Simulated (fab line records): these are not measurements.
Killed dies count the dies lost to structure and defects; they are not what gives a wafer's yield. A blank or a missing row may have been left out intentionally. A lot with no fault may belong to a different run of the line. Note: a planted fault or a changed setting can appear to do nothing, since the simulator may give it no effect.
fab line records    flow rit_cmos
record: lots: 6  wafers: 18  last_day: 7
route steps=202 shown CONTACT@180 M1@184
lots with no fault: from the same line, run without faults
start_h: hours from the record's first day to the start of the lot's first wafer shown    wait_h: how many hours have passed since the lot's step before this one    " same as the row above    L1.1+2: a single row standing in for several wafers    - either no value or no given start    * or withheld: withheld    < > ~ a bound
route shown NAME@n: a module of which the file shows steps, and the number in the route of the first    usual: mean/standard deviation taken from wafers without a fault    same: alike in all rows    chamber/n: place in a boat    sites: per-site readings    _std_site: their standard deviation    _edge_site: inner sites' mean taken away from outer sites' mean    radius_mm: for every site, how far away it sits from the centre of the wafer    mask NAME#n: copy n    behind: the most recent tool/chamber to have shaped the wafer    hold: why the lot went on hold/how many hours it stayed there/how the hold came to an end    device: whichever transistor did not switch (one of n, p or np)    end of line: at the end of the route, the tests of the same wafers    a step given without rows: its recipe and nothing more    killed: not the wafer's yield, but the dies lost to structure and defects at the first sort    map: a wafer's dies, x killed, . not, _ none there
set.NAME: the run value of the setting; set.NAME@STEP: its run value at that earlier step    model.NAME: the simulator's own value behind a step, which no gauge read
lots at selected steps of the route; one table per step, one row per wafer
services: from which hour (start_h, from the record's first day; less than 0 if before it) a tool's chamber was out of use, for how many hours, and why
== steps ==
step: RIT_CONTACT_STRIP_12
recipe: chemistry: O2  time_s: 180  resist: NOVOLAK  platen_temp_c: withheld  power_w: 500  pressure_mtorr: 4000  o2_flow_sccm: 4000
usual: drypump_motor_current_A: 5.7/0.32  o2_flow_sccm: 3999/11
lot.wafer  tool             chamber  start_h  wait_h  drypump_motor_current_A  o2_flow_sccm  rf_hours_counter_h
L831.1     plasma_asher-02  1        67.97    0.1     5.5                      4004          45
L831.4     "                0        "        "       6.1                      3978          -
L831.6     "                0        "        "       6.1                      4000          -
L834.1     plasma_asher-03  1        78.73    0.1     6.0                      3988          24
L834.2     "                0        "        "       5.6                      4004          24
L834.5     "                1        "        "       6.0                      3986          -
L843.1     plasma_asher-04  1        123.86   0.1     5.5                      4013          49
L843.3     "                0        "        "       5.1                      3996          -
L843.4     "                1        "        "       5.5                      3999          -
L844.1     plasma_asher-02  1        127.43   0.1     5.5                      4005          1
L844.4     "                1        "        "       5.5                      4020          -
L844.6     "                1        "        "       5.5                      4026          -
L847.1     plasma_asher-02  1        142.78   0.1     5.5                      4007          3
L847.2     "                0        "        "       6.1                      3995          3
L847.6     "                1        "        "       5.5                      3994          -
L849.2     plasma_asher-04  1        152.35   0.1     5.5                      4009          52
L849.4     "                1        "        "       5.5                      4015          -
L849.5     "                0        "        "       5.0                      4000          -
step: RIT_CONTACT_CD_MEAS_90
recipe: target_cd_nm: 1000
usual: cd_nm: 999.7/2.4
lot.wafer  tool       chamber  start_h  wait_h  cd_nm
L831.1     cd_sem-02  -        68.14    0.1     1001.5
L831.4     "          -        "        "       1001.4
L831.6     "          -        "        "       1003.5
L834.1     cd_sem-02  -        78.90    0.1     999.8
L834.2     "          -        "        "       1001.0
L834.5     "          -        "        "       999.7
L843.1     cd_sem-01  -        124.03   0.1     997.1
L843.3     "          -        "        "       999.2
L843.4     "          -        "        "       999.0
L844.1     cd_sem-02  -        127.61   0.1     1002.7
L844.4     "          -        "        "       1005.3
L844.6     "          -        "        "       1004.0
L847.1     cd_sem-01  -        142.96   0.1     999.6
L847.2     "          -        "        "       999.5
L847.6     "          -        "        "       998.5
L849.2     cd_sem-01  -        152.54   0.1     998.7
L849.4     "          -        "        "       1000.0
L849.5     "          -        "        "       999.4
step: RIT_CONTACT_CLEAN_13
recipe: chemistry: SC1  mix: 3:3:50  time_s: 600  temp_c: 75
step: RIT_CONTACT_CLEAN_14
recipe: chemistry: SC2  mix: 3:3:50  time_s: 600  temp_c: 75  dry: n2_spin
step: RIT_M1_SPUTTER_00
recipe: material: Al  target_thk_nm: 400  power_w: 1955  chamber_pressure_pa: 0.4  gas: Ar  time_s: 500  substrate_temp_c: 25
usual: cathode_dc_power_W: 1955.0/0.37  substrate_temp_c: 24.98/0.11  throttle_valve_pct: 29.2/1.1
lot.wafer  tool            chamber  start_h  wait_h  cathode_dc_power_W  substrate_temp_c  throttle_valve_pct
L831.1     pvd_sputter-02  -        68.61    0.0     1955.2              24.98             31.6
L831.4     "               -        "        "       1954.6              25.03             27.9
L831.6     "               -        "        "       1954.6              25.02             29.8
L834.1     pvd_sputter-01  -        79.37    0.0     1955.3              25.10             28.6
L834.2     "               -        "        "       1955.6              25.00             29.3
L834.5     "               -        "        "       1955.1              25.03             28.3
L843.1     pvd_sputter-01  -        124.50   0.0     1955.2              25.07             28.3
L843.3     "               -        "        "       1954.5              25.07             27.8
L843.4     "               -        "        "       1955.1              24.96             29.1
L844.1     pvd_sputter-04  -        128.10   0.0     1954.6              25.05             31.1
L844.4     "               -        "        "       1954.9              25.15             28.7
L844.6     "               -        "        "       1954.9              24.84             29.4
L847.1     pvd_sputter-01  -        143.44   0.0     1956.0              25.11             28.2
L847.2     "               -        "        "       1955.3              25.11             28.6
L847.6     "               -        "        "       1954.9              25.03             29.2
L849.2     pvd_sputter-01  -        153.17   0.0     1954.9              24.94             28.4
L849.4     "               -        "        "       1955.1              24.73             28.7
L849.5     "               -        "        "       1955.1              25.03             28.9
step: RIT_M1_RS_MEAS_01
recipe: thk_meas_gauge: four-point-probe  reads: Al_of_M1_SPUTTER_00
usual: M1_AL_RS: 0.0748/0.0011
lot.wafer  tool           chamber  start_h  wait_h  M1_AL_RS[ohm/sq]
L831.1     film_metro-04  -        68.91    0.1     0.0763
L831.4     "              -        "        "       0.0747
L831.6     "              -        "        "       0.0749
L834.1     film_metro-04  -        79.67    0.1     0.0741
L834.2     "              -        "        "       0.0758
L834.5     "              -        "        "       0.0723
L843.1     film_metro-01  -        124.80   0.1     0.0734
L843.3     "              -        "        "       0.0744
L843.4     "              -        "        "       0.0762
L844.1     film_metro-04  -        128.39   0.1     0.0747
L844.4     "              -        "        "       0.0753
L844.6     "              -        "        "       0.0760
L847.1     film_metro-01  -        143.74   0.1     0.0740
L847.2     "              -        "        "       0.0757
L847.6     "              -        "        "       0.0763
L849.2     film_metro-01  -        153.48   0.2     0.0746
L849.4     "              -        "        "       0.0759
L849.5     "              -        "        "       0.0759
step: RIT_M1_THK_MEAS_02
recipe: thk_meas_gauge: xrf  reads: Al_of_M1_SPUTTER_00
usual: M1_AL_THK: 395/5.8
lot.wafer  tool           chamber  start_h  wait_h  M1_AL_THK[nm]
L831.1     film_metro-04  -        69.03    0.1     381
L831.4     "              -        "        "       392
L831.6     "              -        "        "       392
L834.1     film_metro-04  -        79.79    0.1     394
L834.2     "              -        "        "       386
L834.5     "              -        "        "       404
L843.1     film_metro-01  -        124.92   0.1     404
L843.3     "              -        "        "       395
L843.4     "              -        "        "       389
L844.1     film_metro-04  -        128.51   0.1     391
L844.4     "              -        "        "       392
L844.6     "              -        "        "       388
L847.1     film_metro-01  -        143.86   0.1     398
L847.2     "              -        "        "       393
L847.6     "              -        "        "       389
L849.2     film_metro-01  -        153.59   0.1     397
L849.4     "              -        "        "       394
L849.5     "              -        "        "       391
step: RIT_M1_HMDS_03
recipe: prime_time_s: 60  prime_temp_c: 140
step: RIT_M1_COAT_04
recipe: resist: NOVOLAK  spin_rpm: 2000  resist_thk_nm: 1300
step: RIT_M1_SOFTBAKE_05
recipe: resist: NOVOLAK  temp_c: 90  time_s: 61.98
usual: plate_sensor_t_centre_C: 90.968/0.0098  plate_sensor_t_edge_C: 91.019/0.011
lot.wafer  tool            chamber  start_h  wait_h  plate_sensor_t_centre_C  plate_sensor_t_edge_C
L831.1     litho_track-04  0        69.39    0.1     90.971                   91.016
L831.4     "               0        "        "       90.951                   91.025
L831.6     "               0        "        "       90.949                   91.020
L834.1     litho_track-04  0        80.15    0.1     90.981                   91.016
L834.2     "               0        "        "       90.964                   91.007
L834.5     "               0        "        "       90.990                   91.018
L843.1     litho_track-04  0        125.28   0.1     90.956                   91.040
L843.3     "               0        "        "       90.978                   91.006
L843.4     "               0        "        "       90.973                   91.029
L844.1     litho_track-03  0        128.87   0.1     90.966                   91.001
L844.4     "               0        "        "       90.986                   91.021
L844.6     "               0        "        "       90.976                   91.009
L847.1     litho_track-04  0        144.22   0.1     90.971                   91.017
L847.2     "               0        "        "       90.968                   91.003
L847.6     "               0        "        "       90.961                   91.022
L849.2     litho_track-03  0        153.97   0.1     90.972                   91.010
L849.4     "               0        "        "       90.964                   91.008
L849.5     "               0        "        "       90.959                   91.026
step: RIT_M1_EXPOSE_06
recipe: mask_id: M12  na: 0.6  source_shape: conventional  sigma_outer: 0.5  target_cd_nm: 2600  dose_mj: 250
step: RIT_M1_PEB_07
recipe: resist: NOVOLAK  temp_c: withheld  time_s: withheld
step: RIT_M1_DEVELOP_08
recipe: resist: NOVOLAK  develop_time_s: 68  dev_temp_c: 23
usual: developer_temp_C: 23.00/0.1
same: develop_time_s: 68
lot.wafer  tool            chamber  start_h  wait_h  developer_temp_C
L831.1     litho_track-02  0        69       -       22.88
L831.4     "               0        70       -       22.87
L831.6     "               0        "        "       22.83
L834.1     litho_track-03  0        80       -       23.02
L834.2     "               0        "        "       22.95
L834.5     "               0        "        "       22.94
L843.1     litho_track-03  0        125      -       22.39
L843.3     "               0        "        "       22.30
L843.4     "               0        "        "       22.28
L844.1     litho_track-04  0        129      -       23.06
L844.4     "               0        "        "       22.84
L844.6     "               0        "        "       22.93
L847.1     litho_track-03  0        144      -       22.23
L847.2     "               0        "        "       22.14
L847.6     "               0        "        "       22.02
L849.2     litho_track-04  0        163      -       23.06
L849.4     "               0        "        "       23.16
L849.5     "               0        "        "       23.06
step: RIT_M1_CD_MEAS_09
recipe: target_cd_nm: 2600
usual: cd_nm: 2599.3/2.2
lot.wafer  tool       chamber  start_h  wait_h  cd_nm
L831.1     cd_sem-01  -        70.09    -       2602.4
L831.4     "          -        "        "       2602.1
L831.6     "          -        "        "       2602.6
L834.1     cd_sem-02  -        80.73    -       2602.3
L834.2     "          -        "        "       2602.2
L834.5     "          -        "        "       2600.9
L843.1     cd_sem-02  -        125.98   -       2595.6
L843.3     "          -        "        "       2599.2
L843.4     "          -        "        "       2597.7
L844.1     cd_sem-01  -        129.63   -       2599.2
L844.4     "          -        "        "       2597.8
L844.6     "          -        "        "       2596.8
L847.1     cd_sem-01  -        144.92   -       2597.6
L847.2     "          -        "        "       2596.9
L847.6     "          -        "        "       2595.6
L849.2     cd_sem-01  -        163.16   -       2600.1
L849.4     "          -        "        "       2599.8
L849.5     "          -        "        "       2602.6
step: RIT_M1_PROBE_99
usual: killed_at_contacts: 0.1/0.25  killed_at_front_end: 7/3.2  killed_dies: 7/3.2  killed_on_rim: 1.8/1.6  killed_open: 3.5/2.1  killed_short: 3.5/2.1
same: gross_dies: 264  killed_at_M0_to_M3: 0  killed_at_M4_up: 0  killed_at_back_side: 0  killed_at_other: 0
lot.wafer  tool       chamber  start_h  wait_h  killed_at_contacts  killed_at_front_end  killed_dies  killed_on_rim  killed_open  killed_short  model.etest.contact_to_gate.bv_left_v  model.etest.contact_to_gate.bv_right_v  model.etest.cap_p_gate.c_min_ff_um2  model.etest.diode_pplus_comb.cj_ff_um2  model.etest.pmos_0p15.vt_long_v
L831.1     prober-02  -        72.98    0.1     0                   9                    9            1              2            7             94.69                                  90.43                                   2.313                                2.051                                   -0.5815
L831.4     prober-02  -        73.13    0.2     0                   11                   11           2              6            5             88.23                                  90.37                                   2.3                                  2.057                                   -0.5818
L831.6     prober-02  -        73.23    0.2     0                   8                    8            1              4            4             88.9                                   89.57                                   2.313                                2.05                                    -0.5807
L834.1     prober-01  -        83.56    0.1     0                   8                    8            2              4            4             90.52                                  91.32                                   2.337                                2.045                                   -0.5591
L834.2     prober-01  -        83.61    0.1     0                   11                   11           4              6            5             92.06                                  89.21                                   2.337                                2.041                                   -0.5551
L834.5     prober-01  -        83.76    0.2     0                   1                    1            0              1            0             91.23                                  90.05                                   2.339                                2.029                                   -0.5612
L843.1     prober-01  -        128.93   0.1     0                   2                    2            0              1            1             88.74                                  91.34                                   2.349                                1.995                                   -0.5632
L843.3     prober-01  -        129.03   0.2     0                   6                    6            2              1            5             88.24                                  88.32                                   2.328                                1.985                                   -0.5559
L843.4     prober-01  -        129.08   0.2     0                   10                   10           1              7            3             89.31                                  92.09                                   2.319                                1.998                                   -0.5692
L844.1     prober-02  -        133.56   0.1     0                   7                    7            2              3            4             90.37                                  88.52                                   2.331                                2.015                                   -0.5514
L844.4     prober-02  -        133.71   0.2     0                   4                    4            1              2            2             88.94                                  90.23                                   2.326                                2.008                                   -0.5467
L844.6     prober-02  -        133.81   0.2     1                   9                    10           3              3            7             93.71                                  93.15                                   2.336                                2.018                                   -0.551
L847.1     prober-01  -        147.58   0.1     0                   11                   11           3              6            5             175.5                                  6.127                                   2.291                                2.085                                   -0.5541
L847.2     prober-01  -        147.63   0.1     0                   4                    4            1              2            2             177.5                                  7.344                                   2.292                                2.084                                   -0.5584
L847.6     prober-01  -        147.83   0.2     0                   12                   12           2              7            5             179.6                                  7.08                                    2.323                                2.079                                   -0.5452
L849.2     prober-01  -        165.84   0.1     0                   7                    7            0              2            5             91.97                                  88.16                                   2.334                                2.005                                   -0.5621
L849.4     prober-01  -        165.94   0.2     0                   11                   11           5              7            4             90.43                                  91.69                                   2.326                                2.004                                   -0.5636
L849.5     prober-01  -        165.99   0.2     0                   11                   11           2              5            6             88.76                                  93.37                                   2.341                                2.01                                    -0.5606
killed by level:class
L831.1 REOX:geometric_particle:short=3 FOX1:geometric_particle:short=2 GATE:geometric_particle:open=2 GATE:geometric_particle:short=2
L831.4 GATE:geometric_particle:open=3 GATE:geometric_particle:short=3 FOX1:geometric_particle:open=2 ACTIVE:geometric_particle:short=1 REOX:geometric_particle:short=1 REOX:geometric_particle:open=1
L831.6 FOX1:geometric_particle:short=2 FOX2:geometric_particle:open=2 FOX2:geometric_particle:short=2 GATE:geometric_particle:open=2
L834.1 GATE:geometric_particle:open=4 GATE:geometric_particle:short=3 SPACER:geometric_particle:short=1
L834.2 FOX2:geometric_particle:short=3 FOX2:geometric_particle:open=2 GATE:geometric_particle:open=2 REOX:geometric_particle:short=2 REOX:geometric_particle:open=2
L834.5 GATE:geometric_particle:open=1
L843.1 GATE:geometric_particle:open=1 SPACER:geometric_particle:short=1
L843.3 FOX1:geometric_particle:short=3 GATE:geometric_particle:open=1 REOX:geometric_particle:short=1 SPACER:geometric_particle:short=1
L843.4 FOX1:geometric_particle:open=2 GATE:geometric_particle:short=2 GATE:geometric_particle:open=2 SPACER:geometric_particle:open=2 SILICIDE:geometric_particle:short=1 SILICIDE:geometric_particle:open=1
L844.1 FOX1:geometric_particle:short=3 SPACER:geometric_particle:open=2 FOX2:geometric_particle:open=1 SPACER:geometric_particle:short=1
L844.4 FOX2:geometric_particle:short=1 GATE:geometric_particle:open=1 SILICIDE:geometric_particle:short=1 SILICIDE:geometric_particle:open=1
L844.6 FOX2:geometric_particle:short=2 GATE:geometric_particle:open=2 FOX1:geometric_particle:open=1 FOX1:geometric_particle:short=1 GATE:geometric_particle:short=1 SPACER:geometric_particle:short=1 SILICIDE:geometric_particle:short=1 CONTACT:geometric_particle:short=1
L847.1 GATE:geometric_particle:open=3 GATE:geometric_particle:short=2 REOX:geometric_particle:open=2 SPACER:geometric_particle:short=2 FOX2:geometric_particle:short=1 SPACER:geometric_particle:open=1
L847.2 GATE:geometric_particle:open=2 FOX1:geometric_particle:short=1 SILICIDE:geometric_particle:short=1
L847.6 GATE:geometric_particle:open=4 FOX1:geometric_particle:open=2 SPACER:geometric_particle:short=2 FOX2:geometric_particle:short=1 GATE:geometric_particle:short=1 SILICIDE:geometric_particle:open=1 SILICIDE:geometric_particle:short=1
L849.2 REOX:geometric_particle:short=2 FOX2:geometric_particle:open=1 GATE:geometric_particle:short=1 GATE:geometric_particle:open=1 SPACER:geometric_particle:short=1 SILICIDE:geometric_particle:short=1
L849.4 FOX1:geometric_particle:open=3 FOX1:geometric_particle:short=2 REOX:geometric_particle:open=2 FOX2:geometric_particle:open=1 GATE:geometric_particle:short=1 SPACER:geometric_particle:open=1 SPACER:geometric_particle:short=1
L849.5 FOX1:geometric_particle:short=2 GATE:geometric_particle:short=2 SILICIDE:geometric_particle:open=2 FOX1:geometric_particle:open=1 GATE:geometric_particle:open=1 REOX:geometric_particle:short=1 SPACER:geometric_particle:open=1 SILICIDE:geometric_particle:short=1
== services ==
tool             chamber  start_h  hours  kind
plasma_asher-02  -        60.59    2.8    repair
pvd_sputter-01   -        97.98    2.7    repair
plasma_asher-02  -        108.92   9.0    pm
plasma_asher-02  0        108.92   9.0    vent_cycle
plasma_asher-02  1        108.92   9.0    vent_cycle
plasma_asher-02  0        117.92   -      clean
plasma_asher-02  1        117.92   -      clean
pvd_sputter-02   -        155.39   4.8    repair
== key ==
first_sign: step: RIT_M1_DEVELOP_08  reading: developer_temp_C  direction: down  sigmas: 7.3  usual: *  struck: *
effect none on later readings
model_effect: step: RIT_M1_PROBE_99  value: etest.contact_to_gate.bv_left_v  without: 90.25  struck: 133.1
met_at RIT_M1_DEVELOP_08
struck_wafers L843.1,L843.3,L843.4,L847.1,L847.2,L847.6
tester_left_out L847
loop_trim: step: RIT_M1_EXPOSE_06  setting: dose  lots: L847
onset_between 80 125
earlier_fault: kind: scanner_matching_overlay  tool: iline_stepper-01  chamber: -  onset_h: 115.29  steps: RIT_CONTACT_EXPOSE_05  offset: 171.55
earlier_fault: kind: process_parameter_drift  tool: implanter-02  chamber: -  onset_h: 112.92  steps: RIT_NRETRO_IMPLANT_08  channel: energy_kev  offset: 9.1  shape: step  end_h: 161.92  acts_in: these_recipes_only  stated: 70
fault: kind: process_parameter_drift  tool: litho_track-03  chamber: -  onset_h: 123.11  steps: RIT_M1_DEVELOP_08  channel: dev_temp_c  offset: *  shape: step  acts_in: *  stated: *
tester_left_out: of these lots the tester's yield and bins aren't shown, on N5 and GAA mostly nor the transistor test; their killed dies are dies lost to structure and defects alone, not to doping, threshold or leakage, so they don't give the yield
loop_trim: a control loop set the setting to another value than it would have without faults
